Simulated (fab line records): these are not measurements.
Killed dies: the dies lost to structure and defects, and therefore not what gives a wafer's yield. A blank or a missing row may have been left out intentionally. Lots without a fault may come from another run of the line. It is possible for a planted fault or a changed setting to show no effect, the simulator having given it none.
fab line records ; flow rit-cmos
record: lots: 5; wafers: 15; last-day: 7
route steps=202 shown PLDD@116 SPACER@125 NSD@131 PSD@142 SDANNEAL@153 SILICIDE@161 M1@202
lots that met no fault: from a run of the same line without faults
start-h: hours from the record's opening day to when the first of the lot's shown wafers began ; wait-h: how many hours have passed since the lot's step before this one ; " same as the row above ; L1.1+2: a row that stands for several wafers ; - value missing, or start not given ; * or withheld: withheld ; < > ~ a bound
route shown NAME@n: names a module that has steps shown in the file, with the first one's number in the route ; usual: mean and standard deviation over wafers with no fault ; same: alike in all rows ; chamber/n: place in a boat ; sites: each site's reading ; _std_site: standard deviation across them ; _edge_site: the outer-site mean with the inner-site mean subtracted ; radius-mm: for every site, how far away it sits from the centre of the wafer ; mask NAME#n: copy n ; behind: tool/chamber where the wafer was last shaped ; hold: why the lot went on hold/how many hours it stayed there/how the hold came to an end ; device: the transistor (n, p or np) that didn't switch ; end of line: the same wafers' tests at the end of the route ; step lacking rows: just its recipe ; killed: dies lost to structure and defects at the first sort, not the wafer's yield ; map: shows each die of a wafer: x if killed, . if not, _ if none is there
set.NAME: the setting that was run; set.NAME@STEP: the one run at that earlier step ; model.NAME: the simulator's own value behind a step, which no gauge read
lots seen at some steps along the route; tables by step, rows by wafer
services: when a tool's chamber went out of use (start-h, in hours from the record's first day, below 0 if earlier), for how many hours, and the reason
== steps ==
step: RIT_PLDD_SOFTBAKE_02
recipe: resist: NOVOLAK; temp-c: 90; time-s: 60
step: RIT_PLDD_EXPOSE_03
recipe: mask-id: M8; na: 0.57; target-cd-nm: 40900; dose-mj: 250
step: RIT_PLDD_PEB_04
recipe: resist: NOVOLAK; temp-c: withheld; time-s: withheld
step: RIT_PLDD_DEVELOP_05
recipe: resist: NOVOLAK; develop-time-s: 50; dev-temp-c: 23
step: RIT_PLDD_OVL_MEAS_06
usual: PLDD_OVL: -0.3/1.5
lot.wafer;tool;chamber;start-h;wait-h;PLDD_OVL[nm]
L159.2;overlay-02;-;55.08;-;0.6
L159.4;overlay-02;-;55.08;-;0.3
L159.5;overlay-02;-;55.08;-;1.9
L173.1;overlay-01;-;124.56;-;0.2
L173.2;overlay-01;-;124.56;-;0.6
L173.5;overlay-01;-;124.56;-;-0.2
L174.4;overlay-01;-;128.58;-;-1.6
L174.5;overlay-01;-;128.58;-;-3.1
L174.6;overlay-01;-;128.58;-;-2.7
L175.2;overlay-01;-;133.03;-;-0.6
L175.3;overlay-01;-;133.03;-;-0.4
L175.4;overlay-01;-;133.03;-;-2.0
L179.1;overlay-02;-;153.80;-;1.8
L179.5;overlay-02;-;153.80;-;-0.4
L179.6;overlay-02;-;153.80;-;1.8
step: RIT_PLDD_HARDBAKE_07
recipe: resist: NOVOLAK; temp-c: 140; time-s: 60
step: RIT_PLDD_IMPLANT_08
recipe: species: BF2; energy-kev: 20; dose-cm2: 9e+14; tilt-deg: 7
step: RIT_PLDD_STRIP_09
recipe: chemistry: O2; time-s: 180; resist: NOVOLAK; platen-temp-c: withheld; power-w: 500; pressure-mtorr: 4000; o2-flow-sccm: 4000
usual: drypump-motor-current-A: 5.6/0.45
same: time-s: 180
lot.wafer;tool;chamber;start-h;wait-h;drypump-motor-current-A;rf-hours-counter-h
L159.2;plasma-asher-04;0;55.41;0.1;5.1;39
L159.4;plasma-asher-04;0;55.41;0.1;5.1;-
L159.5;plasma-asher-04;1;55.41;0.1;6.0;-
L173.1;plasma-asher-04;1;124.89;0.1;6.0;1
L173.2;plasma-asher-04;0;124.89;0.1;5.1;1
L173.5;plasma-asher-04;1;124.89;0.1;6.0;-
L174.4;plasma-asher-04;1;128.95;0.1;6.0;-
L174.5;plasma-asher-04;1;128.95;0.1;6.0;-
L174.6;plasma-asher-04;0;128.95;0.1;5.1;-
L175.2;plasma-asher-01;0;133.36;0.1;5.0;52
L175.3;plasma-asher-01;1;133.36;0.1;6.0;-
L175.4;plasma-asher-01;0;133.36;0.1;5.0;-
L179.1;plasma-asher-04;1;154.13;0.1;6.0;5
L179.5;plasma-asher-04;1;154.13;0.1;6.0;-
L179.6;plasma-asher-04;0;154.13;0.1;5.1;-
step: RIT_PLDD_TW_MEAS_10
usual: PLDD_TW: 2355/26
lot.wafer;tool;chamber;start-h;wait-h;PLDD_TW
L159.2;film-metro-01;-;55.60;0.1;2349
L159.4;film-metro-01;-;55.60;0.1;2329
L159.5;film-metro-01;-;55.60;0.1;2350
L173.1;film-metro-01;-;125.07;0.1;2325
L173.2;film-metro-01;-;125.07;0.1;2333
L173.5;film-metro-01;-;125.07;0.1;2332
L174.4;film-metro-04;-;129.10;0.1;2379
L174.5;film-metro-04;-;129.10;0.1;2382
L174.6;film-metro-04;-;129.10;0.1;2377
L175.2;film-metro-02;-;133.54;0.1;2352
L175.3;film-metro-02;-;133.54;0.1;2379
L175.4;film-metro-02;-;133.54;0.1;2356
L179.1;film-metro-04;-;154.31;0.1;2378
L179.5;film-metro-04;-;154.31;0.1;2402
L179.6;film-metro-04;-;154.31;0.1;2388
step: RIT_SPACER_CLEAN_00
recipe: chemistry: SC1; mix: 3:3:50; time-s: 600; temp-c: 75
step: RIT_SPACER_CLEAN_01
recipe: chemistry: dHF; dilution: 50:1; time-s: 28.75
step: RIT_SPACER_CLEAN_02
recipe: chemistry: SC2; mix: 3:3:50; time-s: 600; temp-c: 75; dry: n2-spin
step: RIT_SPACER_CVD_03
recipe: material: Si3N4; target-thk-nm: 250; temp-c: 810; precursor: SiH2Cl2/NH3; time-s: 3300; pressure-mtorr: 300; sih2cl2-flow-sccm: 60; nh3-flow-sccm: 150
usual: sih2cl2-flow-sccm: 60.00/0.15; zone-power-source-pct: 20.3/0.74
same: time-s: 3300
lot.wafer;tool;chamber;start-h;wait-h;sih2cl2-flow-sccm;zone-power-source-pct;model.Si3N4_of_SPACER_CVD_03.thk-nm
L159.2;lpcvd-02;0;56.05;0.0;60.20;19.3;250.5
L159.4;lpcvd-02;0;56.05;0.0;60.01;19.4;248.5
L159.5;lpcvd-02;0;56.05;0.0;60.06;19.4;248.4
L173.1;lpcvd-02;1;125.49;0.0;60.07;19.4;253.7
L173.2;lpcvd-02;1;125.49;0.0;60.05;19.9;252.9
L173.5;lpcvd-02;1;125.49;0.0;60.07;19.5;250.1
L174.4;lpcvd-01;1;129.50;0.0;72.22;21.2;265.9
L174.5;lpcvd-01;1;129.50;0.0;71.84;21.3;262.6
L174.6;lpcvd-01;1;129.50;0.0;72.15;21.4;265.1
L175.2;lpcvd-01;0;133.96;0.0;59.84;20.7;251
L175.3;lpcvd-01;0;133.96;0.0;59.80;20.9;249.8
L175.4;lpcvd-01;0;133.96;0.0;60.13;20.7;249.8
L179.1;lpcvd-02;1;154.73;0.0;60.06;19.6;251.5
L179.5;lpcvd-02;1;154.73;0.0;59.96;19.7;250.1
L179.6;lpcvd-02;1;154.73;0.0;59.99;19.6;251.8
step: RIT_SPACER_THK_MEAS_04
recipe: reads: Si3N4_of_SPACER_CVD_03
usual: SPACER_NITRIDE_THK: 249.1/2.2
lot.wafer;tool;chamber;start-h;wait-h;SPACER_NITRIDE_THK[nm]
L159.2;film-metro-03;-;57.97;0.0;250.6
L159.4;film-metro-03;-;57.97;0.0;248.7
L159.5;film-metro-03;-;57.97;0.0;248.4
L173.1;film-metro-03;-;127.41;0.0;253.7
L173.2;film-metro-03;-;127.41;0.0;252.8
L173.5;film-metro-03;-;127.41;0.0;250.0
L174.4;film-metro-03;-;131.44;0.0;266.0
L174.5;film-metro-03;-;131.44;0.0;262.5
L174.6;film-metro-03;-;131.44;0.0;265.0
L175.2;film-metro-03;-;135.89;0.0;251.1
L175.3;film-metro-03;-;135.89;0.0;249.7
L175.4;film-metro-03;-;135.89;0.0;249.9
L179.1;film-metro-01;-;156.65;0.0;251.5
L179.5;film-metro-01;-;156.65;0.0;250.1
L179.6;film-metro-01;-;156.65;0.0;251.9
step: RIT_SPACER_ETCHBACK_05
recipe: target-depth-a: 2500; SF6_flow_sccm: 30; CHF3_flow_sccm: 30; target: Si3N4; chemistry: SF6/CHF3; pressure-mtorr: 40; rf-w: 250; time-s: 240; stop-on: SiO2
usual: drypump-motor-current-A: 5.6/0.48; oes-product-au: 0.840/0.014; rf-fwd-power-W: 249.3/0.75; throttle-valve-pct: 10.30/0.17
same: time-s: 240
lot.wafer;tool;chamber;start-h;wait-h;drypump-motor-current-A;oes-product-au;rf-fwd-power-W;rf-hours-counter-h;throttle-valve-pct;model.etch.depth-nm
L159.2;rie-diel-04;0;58.02;0.0;5.7;0.833;248.8;21;10.07;250.5
L159.4;rie-diel-04;2;58.02;0.0;5.6;0.820;251.6;102;10.44;248.5
L159.5;rie-diel-04;0;58.02;0.0;5.7;0.822;248.9;-;10.05;248.4
L173.1;rie-diel-02;3;127.47;0.1;5.0;0.868;248.3;127;10.31;253.7
L173.2;rie-diel-02;0;127.47;0.1;6.5;0.836;248.6;4;10.54;252.9
L173.5;rie-diel-02;0;127.47;0.1;6.5;0.828;249.1;-;10.56;250.1
L174.4;rie-diel-04;3;131.47;0.0;5.3;0.886;250.9;71;10.38;265.9
L174.5;rie-diel-04;2;131.47;0.0;5.6;0.855;250.5;-;10.46;262.6
L174.6;rie-diel-04;3;131.47;0.0;5.2;0.885;250.2;-;10.39;265.1
L175.2;rie-diel-04;3;135.94;0.0;5.2;0.847;250.0;71;10.39;251
L175.3;rie-diel-04;1;135.94;0.0;5.1;0.860;248.8;8;10.35;249.8
L175.4;rie-diel-04;0;135.94;0.0;5.7;0.840;248.8;22;10.08;249.8
L179.1;rie-diel-02;1;156.71;0.1;5.4;0.849;249.4;8;10.20;251.5
L179.5;rie-diel-02;0;156.71;0.1;6.5;0.825;249.0;-;10.55;250.1
L179.6;rie-diel-02;3;156.71;0.1;5.1;0.861;249.3;-;10.31;251.8
step: RIT_NSD_HMDS_00
recipe: prime-time-s: 60; prime-temp-c: 140
step: RIT_NSD_COAT_01
recipe: resist: NOVOLAK; spin-rpm: 3250; resist-thk-nm: 1000
step: RIT_NSD_SOFTBAKE_02
recipe: resist: NOVOLAK; temp-c: 90; time-s: 60
step: RIT_NSD_EXPOSE_03
recipe: mask-id: M9; na: 0.57; target-cd-nm: 40700; dose-mj: 250
step: RIT_NSD_PEB_04
recipe: resist: NOVOLAK; temp-c: withheld; time-s: withheld
step: RIT_NSD_DEVELOP_05
recipe: resist: NOVOLAK; develop-time-s: 50; dev-temp-c: 23
step: RIT_NSD_OVL_MEAS_06
usual: NSD_OVL: 1.2/1.4
lot.wafer;tool;chamber;start-h;wait-h;NSD_OVL[nm]
L159.2;overlay-02;-;59.15;-;1.8
L159.4;overlay-02;-;59.15;-;0.7
L159.5;overlay-02;-;59.15;-;1.6
L173.1;overlay-02;-;128.59;-;-1.1
L173.2;overlay-02;-;128.59;-;-0.3
L173.5;overlay-02;-;128.59;-;0.5
L174.4;overlay-02;-;132.76;-;-1.3
L174.5;overlay-02;-;132.76;-;0.8
L174.6;overlay-02;-;132.76;-;1.7
L175.2;overlay-01;-;137.17;-;2.0
L175.3;overlay-01;-;137.17;-;3.1
L175.4;overlay-01;-;137.17;-;4.0
L179.1;overlay-01;-;157.94;-;2.5
L179.5;overlay-01;-;157.94;-;2.5
L179.6;overlay-01;-;157.94;-;2.9
step: RIT_NSD_HARDBAKE_07
recipe: resist: NOVOLAK; temp-c: 140; time-s: 60
step: RIT_NSD_IMPLANT_08
recipe: species: P; energy-kev: 25; dose-cm2: 1e+15; tilt-deg: 7
step: RIT_NSD_STRIP_09
recipe: chemistry: O2; time-s: 180; resist: NOVOLAK; platen-temp-c: withheld; power-w: 500; pressure-mtorr: 4000; o2-flow-sccm: 4000
usual: drypump-motor-current-A: 5.7/0.34
same: time-s: 180
lot.wafer;tool;chamber;start-h;wait-h;drypump-motor-current-A;rf-hours-counter-h
L159.2;plasma-asher-04;0;59.48;0.1;5.1;39
L159.4;plasma-asher-04;0;59.48;0.1;5.1;-
L159.5;plasma-asher-04;1;59.48;0.1;6.0;-
L173.1;plasma-asher-03;0;128.93;0.1;5.7;53
L173.2;plasma-asher-03;1;128.93;0.1;5.7;53
L173.5;plasma-asher-03;0;128.93;0.1;5.8;-
L174.4;plasma-asher-03;0;133.13;0.1;5.8;-
L174.5;plasma-asher-03;1;133.13;0.1;5.7;-
L174.6;plasma-asher-03;0;133.13;0.1;5.8;-
L175.2;plasma-asher-04;1;137.51;0.1;6.0;3
L175.3;plasma-asher-04;0;137.51;0.1;5.1;-
L175.4;plasma-asher-04;1;137.51;0.1;6.0;-
L179.1;plasma-asher-04;0;158.28;0.1;5.1;5
L179.5;plasma-asher-04;0;158.28;0.1;5.1;-
L179.6;plasma-asher-04;1;158.28;0.1;6.0;-
step: RIT_NSD_TW_MEAS_10
usual: NSD_TW: 3129/32
lot.wafer;tool;chamber;start-h;wait-h;NSD_TW
L159.2;film-metro-04;-;59.67;0.1;3164
L159.4;film-metro-04;-;59.67;0.1;3173
L159.5;film-metro-04;-;59.67;0.1;3176
L173.1;film-metro-01;-;129.11;0.1;3089
L173.2;film-metro-01;-;129.11;0.1;3083
L173.5;film-metro-01;-;129.11;0.1;3078
L174.4;film-metro-01;-;133.28;0.1;3101
L174.5;film-metro-01;-;133.28;0.1;3106
L174.6;film-metro-01;-;133.28;0.1;3091
L175.2;film-metro-01;-;137.69;0.1;3101
L175.3;film-metro-01;-;137.69;0.1;3110
L175.4;film-metro-01;-;137.69;0.1;3113
L179.1;film-metro-02;-;158.46;0.1;3133
L179.5;film-metro-02;-;158.46;0.1;3136
L179.6;film-metro-02;-;158.46;0.1;3151
step: RIT_PSD_HMDS_00
recipe: prime-time-s: 60; prime-temp-c: 140
step: RIT_PSD_COAT_01
recipe: resist: NOVOLAK; spin-rpm: 3250; resist-thk-nm: 994.2
step: RIT_PSD_SOFTBAKE_02
recipe: resist: NOVOLAK; temp-c: 90; time-s: 60
step: RIT_PSD_EXPOSE_03
recipe: mask-id: M10; na: 0.57; target-cd-nm: 40900; dose-mj: 250
step: RIT_PSD_PEB_04
recipe: resist: NOVOLAK; temp-c: withheld; time-s: withheld
step: RIT_PSD_DEVELOP_05
recipe: resist: NOVOLAK; develop-time-s: 50; dev-temp-c: 23
step: RIT_PSD_OVL_MEAS_06
usual: PSD_OVL: 0.5/1.6
lot.wafer;tool;chamber;start-h;wait-h;PSD_OVL[nm]
L159.2;overlay-02;-;60.60;-;-2.4
L159.4;overlay-02;-;60.60;-;-0.8
L159.5;overlay-02;-;60.60;-;-0.5
L173.1;overlay-01;-;130.02;-;-2.0
L173.2;overlay-01;-;130.02;-;-2.1
L173.5;overlay-01;-;130.02;-;-2.9
L174.4;overlay-01;-;134.18;-;-1.3
L174.5;overlay-01;-;134.18;-;0.7
L174.6;overlay-01;-;134.18;-;-0.6
L175.2;overlay-02;-;138.72;-;1.4
L175.3;overlay-02;-;138.72;-;1.0
L175.4;overlay-02;-;138.72;-;3.3
L179.1;overlay-02;-;159.37;-;2.0
L179.5;overlay-02;-;159.37;-;1.9
L179.6;overlay-02;-;159.37;-;5.3
step: RIT_PSD_HARDBAKE_07
recipe: resist: NOVOLAK; temp-c: 140; time-s: 60
step: RIT_PSD_IMPLANT_08
recipe: species: BF2; energy-kev: 27; dose-cm2: 4.905e+15; tilt-deg: 7
step: RIT_PSD_STRIP_09
recipe: chemistry: O2; time-s: 180; resist: NOVOLAK; platen-temp-c: withheld; power-w: 500; pressure-mtorr: 4000; o2-flow-sccm: 4000
usual: drypump-motor-current-A: 5.6/0.33
same: time-s: 180
lot.wafer;tool;chamber;start-h;wait-h;drypump-motor-current-A;rf-hours-counter-h
L159.2;plasma-asher-01;1;60.93;0.1;6.0;42
L159.4;plasma-asher-01;1;60.93;0.1;6.0;-
L159.5;plasma-asher-01;1;60.93;0.1;6.0;-
L173.1;plasma-asher-03;0;130.35;0.1;5.8;53
L173.2;plasma-asher-03;1;130.35;0.1;5.7;53
L173.5;plasma-asher-03;1;130.35;0.1;5.7;-
L174.4;plasma-asher-04;0;134.55;0.1;5.1;-
L174.5;plasma-asher-04;0;134.55;0.1;5.1;-
L174.6;plasma-asher-04;1;134.55;0.1;6.0;-
L175.2;plasma-asher-03;0;139.05;0.1;5.8;55
L175.3;plasma-asher-03;0;139.05;0.1;5.8;-
L175.4;plasma-asher-03;1;139.05;0.1;5.7;-
L179.1;plasma-asher-03;0;159.70;0.1;5.7;57
L179.5;plasma-asher-03;1;159.70;0.1;5.7;-
L179.6;plasma-asher-03;0;159.70;0.1;5.7;-
step: RIT_PSD_TW_MEAS_10
usual: PSD_TW: 3444/34
lot.wafer;tool;chamber;start-h;wait-h;PSD_TW
L159.2;film-metro-04;-;61.11;0.1;3460
L159.4;film-metro-04;-;61.11;0.1;3467
L159.5;film-metro-04;-;61.11;0.1;3461
L173.1;film-metro-04;-;130.53;0.1;3475
L173.2;film-metro-04;-;130.53;0.1;3478
L173.5;film-metro-04;-;130.53;0.1;3475
L174.4;film-metro-02;-;134.70;0.1;3429
L174.5;film-metro-02;-;134.70;0.1;3426
L174.6;film-metro-02;-;134.70;0.1;3449
L175.2;film-metro-01;-;139.24;0.1;3389
L175.3;film-metro-01;-;139.24;0.1;3401
L175.4;film-metro-01;-;139.24;0.1;3402
L179.1;film-metro-02;-;159.88;0.1;3438
L179.5;film-metro-02;-;159.88;0.1;3418
L179.6;film-metro-02;-;159.88;0.1;3446
step: RIT_SDANNEAL_CLEAN_00
recipe: chemistry: SC1; mix: 3:3:50; time-s: 600; temp-c: 75
step: RIT_SDANNEAL_CLEAN_01
recipe: chemistry: dHF; dilution: 50:1; time-s: 30
step: RIT_SDANNEAL_CLEAN_02
recipe: chemistry: SC2; mix: 3:3:50; time-s: 600; temp-c: 75; dry: n2-spin
step: RIT_SDANNEAL_RTA_03
recipe: temp-c: 1050; time-s: 5; idle-temp-c: 600; ramp-up-c-per-s: 342; ramp-down-c-per-s: 171; cool-to-c: 600; ambient: N2
usual: wafer_temp_C_max: 1053.6/1.1
same: time-s: 5
lot.wafer;tool;chamber;start-h;wait-h;wafer_temp_C_max
L159.2;rtp-anneal-02;0;61.54;0.0;1054.4
L159.4;rtp-anneal-02;0;61.54;0.0;1052.9
L159.5;rtp-anneal-02;0;61.54;0.0;1053.3
L173.1;rtp-anneal-02;0;130.95;0.0;1054.8
L173.2;rtp-anneal-02;0;130.95;0.0;1052.8
L173.5;rtp-anneal-02;0;130.95;0.0;1053.2
L174.4;rtp-anneal-01;0;135.16;0.0;1052.9
L174.5;rtp-anneal-01;0;135.16;0.0;1052.3
L174.6;rtp-anneal-01;0;135.16;0.0;1053.7
L175.2;rtp-anneal-02;0;139.69;0.0;1054.7
L175.3;rtp-anneal-02;0;139.69;0.0;1052.2
L175.4;rtp-anneal-02;0;139.69;0.0;1054.9
L179.1;rtp-anneal-02;0;160.30;0.0;1052.5
L179.5;rtp-anneal-02;0;160.30;0.0;1054.0
L179.6;rtp-anneal-02;0;160.30;0.0;1054.6
step: RIT_SDANNEAL_RS_MEAS_04
recipe: thk-meas-gauge: four-point-probe
usual: PSD_RS: 116.25/0.25
lot.wafer;tool;chamber;start-h;wait-h;PSD_RS[ohm/sq]
L159.2;film-metro-04;-;61.61;0.1;116.65
L159.4;film-metro-04;-;61.61;0.1;116.17
L159.5;film-metro-04;-;61.61;0.1;116.47
L173.1;film-metro-02;-;131.07;0.1;116.60
L173.2;film-metro-02;-;131.07;0.1;117.01
L173.5;film-metro-02;-;131.07;0.1;116.44
L174.4;film-metro-01;-;135.25;0.1;116.09
L174.5;film-metro-01;-;135.25;0.1;116.33
L174.6;film-metro-01;-;135.25;0.1;116.40
L175.2;film-metro-02;-;139.81;0.1;116.10
L175.3;film-metro-02;-;139.81;0.1;115.83
L175.4;film-metro-02;-;139.81;0.1;116.33
L179.1;film-metro-04;-;160.42;0.1;115.92
L179.5;film-metro-04;-;160.42;0.1;115.91
L179.6;film-metro-04;-;160.42;0.1;116.10
step: RIT_SILICIDE_WET_ETCH_00
recipe: chemistry: BOE; target: SiO2; target-depth-nm: 14; time-s: 15; dry: n2-spin; dilution: 10:1; temp-c: 21.5
usual: temp-c: 21.51/0.1
same: time-s: 15
lot.wafer;tool;chamber;start-h;wait-h;temp-c;model.Si3N4_of_SPACER_CVD_03.thk-nm
L159.2;wet-bench-03;1;62.07;0.1;21.51;196
L159.4;wet-bench-03;1;62.07;0.1;21.32;193.7
L159.5;wet-bench-03;1;62.07;0.1;21.43;194.4
L173.1;wet-bench-01;2;131.55;0.1;21.61;197
L173.2;wet-bench-01;2;131.55;0.1;21.44;196.1
L173.5;wet-bench-01;2;131.55;0.1;21.56;194.4
L174.4;wet-bench-01;0;135.67;0.0;21.56;208.2
L174.5;wet-bench-01;0;135.67;0.0;21.31;205.2
L174.6;wet-bench-01;0;135.67;0.0;21.32;208.2
L175.2;wet-bench-04;0;140.27;0.1;21.46;196
L175.3;wet-bench-04;0;140.27;0.1;21.57;193.3
L175.4;wet-bench-04;0;140.27;0.1;21.63;195
L179.1;wet-bench-04;3;160.90;0.1;21.51;196.9
L179.5;wet-bench-04;3;160.90;0.1;21.52;194.1
L179.6;wet-bench-04;3;160.90;0.1;21.41;196.1
step: RIT_M1_PROBE_99
usual: killed-at-contacts: 0.1/0.26; killed-at-front-end: 7/3.2; killed-dies: 7/3.2; killed-on-rim: 1.6/1.2; killed-open: 3.2/2.1; killed-short: 3.7/2.1
same: gross-dies: 264; killed_at_M0_to_M3: 0; killed_at_M4_up: 0; killed-at-back-side: 0; killed-at-other: 0
lot.wafer;tool;chamber;start-h;wait-h;killed-at-contacts;killed-at-front-end;killed-dies;killed-on-rim;killed-open;killed-short;model.etest.pwell-pinched.rs-ohm-sq;model.etest.nwell-pinched.rs-ohm-sq;model.etest.nmos_0p15.tox-inv-nm;model.etest.diode-nplus-comb.cj-ff-um2;model.etest.diode-nplus-pwell.bv-v;model.etest.diode-nplus-pwell.cj-ff-um2
L159.2;prober-02;-;69.26;0.1;0;3;3;1;1;2;450.4;325.9;4.569;2.608;5.937;2.065
L159.4;prober-02;-;69.36;0.2;0;11;11;2;3;7;463.2;328.6;4.504;2.648;5.946;2.075
L159.5;prober-02;-;69.41;0.2;0;8;8;3;5;3;449.8;328.3;4.589;2.628;5.909;2.063
L173.1;prober-02;-;138.56;0.1;0;3;3;1;0;3;465.4;331.9;4.492;2.625;5.978;2.068
L173.2;prober-02;-;138.61;0.1;0;4;4;1;2;2;461.7;335.4;4.515;2.639;5.954;2.052
L173.5;prober-02;-;138.76;0.2;0;5;5;1;2;3;461.8;332.9;4.494;2.646;6.02;2.063
L174.4;prober-01;-;142.76;0.2;0;6;6;1;2;4;442.4;320.5;4.641;2.523;6.046;2.017
L174.5;prober-01;-;142.81;0.2;0;6;6;1;5;1;445.4;322.8;4.679;2.556;5.941;2.058
L174.6;prober-01;-;142.86;0.2;0;9;9;3;5;4;444.9;318.5;4.72;2.501;6.002;2.02
L175.2;prober-02;-;148.68;0.1;0;4;4;1;0;4;465.5;330.1;4.542;2.601;6.061;2.032
L175.3;prober-02;-;148.73;0.2;1;7;8;1;4;4;470.8;337.1;4.529;2.638;6.068;2.045
L175.4;prober-02;-;148.78;0.2;0;7;7;2;2;5;459.8;331;4.539;2.599;6.098;2.036
L179.1;prober-02;-;167.84;0.1;0;10;10;2;5;5;452.3;323.9;4.524;2.625;5.881;2.07
L179.5;prober-02;-;168.04;0.2;0;7;7;1;1;6;463.6;331.9;4.453;2.662;5.944;2.074
L179.6;prober-02;-;168.09;0.2;0;10;10;1;5;5;455.1;327.5;4.48;2.638;5.908;2.085
killed by level:class
L159.2 GATE:geometric-particle:short=1 GATE:geometric-particle:open=1 SPACER:geometric-particle:short=1
L159.4 GATE:geometric-particle:open=3 FOX2:geometric-particle:short=2 GATE:geometric-particle:short=2 FOX1:geometric-particle:short=1 SPACER:geometric-particle:short=1 SILICIDE:geometric-particle:short=1 GATE:coat-microbubble-printed=1
L159.5 GATE:geometric-particle:open=2 GATE:geometric-particle:short=2 REOX:geometric-particle:short=1 REOX:geometric-particle:open=1 SPACER:geometric-particle:open=1 SILICIDE:geometric-particle:open=1
L173.1 GATE:geometric-particle:short=1 REOX:geometric-particle:short=1 SILICIDE:geometric-particle:short=1
L173.2 FOX2:geometric-particle:open=1 GATE:geometric-particle:short=1 SILICIDE:geometric-particle:short=1 SILICIDE:geometric-particle:open=1
L173.5 FOX1:geometric-particle:short=1 FOX2:geometric-particle:open=1 FOX2:geometric-particle:short=1 GATE:geometric-particle:open=1 SPACER:geometric-particle:short=1
L174.4 GATE:geometric-particle:short=2 SILICIDE:geometric-particle:open=2 SPACER:geometric-particle:short=1 SILICIDE:geometric-particle:short=1
L174.5 GATE:geometric-particle:open=3 SILICIDE:geometric-particle:open=2 SILICIDE:geometric-particle:short=1
L174.6 GATE:geometric-particle:short=2 SPACER:geometric-particle:open=2 GATE:geometric-particle:open=1 REOX:geometric-particle:short=1 REOX:geometric-particle:open=1 SILICIDE:geometric-particle:short=1 SILICIDE:geometric-particle:open=1
L175.2 GATE:geometric-particle:short=2 ACTIVE:geometric-particle:short=1 SPACER:geometric-particle:short=1
L175.3 GATE:geometric-particle:short=3 GATE:geometric-particle:open=2 REOX:geometric-particle:open=1 SPACER:geometric-particle:short=1 CONTACT:geometric-particle:open=1
L175.4 GATE:geometric-particle:short=4 GATE:geometric-particle:open=1 REOX:geometric-particle:short=1 SILICIDE:geometric-particle:open=1
L179.1 FOX1:geometric-particle:open=4 FOX1:geometric-particle:short=2 REOX:geometric-particle:short=2 GATE:geometric-particle:open=1 GATE:geometric-particle:short=1
L179.5 GATE:geometric-particle:short=2 REOX:geometric-particle:short=2 FOX2:geometric-particle:short=1 GATE:geometric-particle:open=1 SPACER:geometric-particle:short=1
L179.6 REOX:geometric-particle:open=3 GATE:geometric-particle:short=2 REOX:geometric-particle:short=2 FOX1:geometric-particle:open=1 SPACER:geometric-particle:open=1 SILICIDE:geometric-particle:short=1
== services ==
tool;chamber;start-h;hours;kind
rie-diel-02;2;33.32;12.3;repair
lpcvd-01;-;33.71;0.5;repair
rie-diel-04;-;68.26;2.8;pm
rie-diel-04;2;73.09;7.9;repair
rie-diel-02;2;89.08;3.8;repair
wet-bench-03;-;91.39;46.5;pm
wet-bench-04;-;93.48;7.8;repair
rie-diel-04;3;102.39;4.4;repair
plasma-asher-04;-;108.92;9.0;pm
plasma-asher-04;0;108.92;9.0;vent-cycle
plasma-asher-04;1;108.92;9.0;vent-cycle
plasma-asher-04;0;117.92;-;clean
plasma-asher-04;1;117.92;-;clean
rie-diel-02;-;120.74;2.8;pm
rtp-anneal-02;-;132.92;4.8;pm
rtp-anneal-01;-;142.68;1.5;pm
wet-bench-04;-;144.35;2.3;repair
rie-diel-02;0;145.76;7.4;repair
rie-diel-04;-;159.88;0.9;repair
== key ==
first-sign: step: RIT_SPACER_CVD_03; reading: sih2cl2-flow-sccm; direction: up; sigmas: 79; usual: 60.00; struck: 72.07
effect: step: RIT_SPACER_THK_MEAS_04; reading: SPACER_NITRIDE_THK; direction: up; sigmas: 7; usual: 249.1; struck: 264.5
model-effect: step: RIT_SPACER_CVD_03; value: Si3N4_of_SPACER_CVD_03.thk-nm; without: 250.3; struck: 264.6
model-effect: step: RIT_SPACER_ETCHBACK_05; value: etch.depth-nm; without: 250.3; struck: 264.6
model-effect: step: RIT_SILICIDE_WET_ETCH_00; value: Si3N4_of_SPACER_CVD_03.thk-nm; without: 195.9; struck: 207.2
model-effect: step: RIT_M1_PROBE_99; value: etest.pwell-pinched.rs-ohm-sq; without: 452.8; struck: 444.2
met-at RIT_SPACER_CVD_03
struck-wafers L174.4,L174.5,L174.6
tester-left-out L174
fault: kind: process-parameter-drift; tool: lpcvd-01; chamber: 1; onset-h: 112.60; steps: RIT_SPACER_CVD_03; channel: sih2cl2-flow-sccm; offset: 12; shape: step; end-h: 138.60; acts-in: these-recipes-only; stated: 60
tester-left-out: of these lots the tester's yield and bins aren't shown, on N5 and GAA mostly nor the transistor test; their killed dies are dies lost to structure and defects alone, not to doping, threshold or leakage, so they don't give the yield
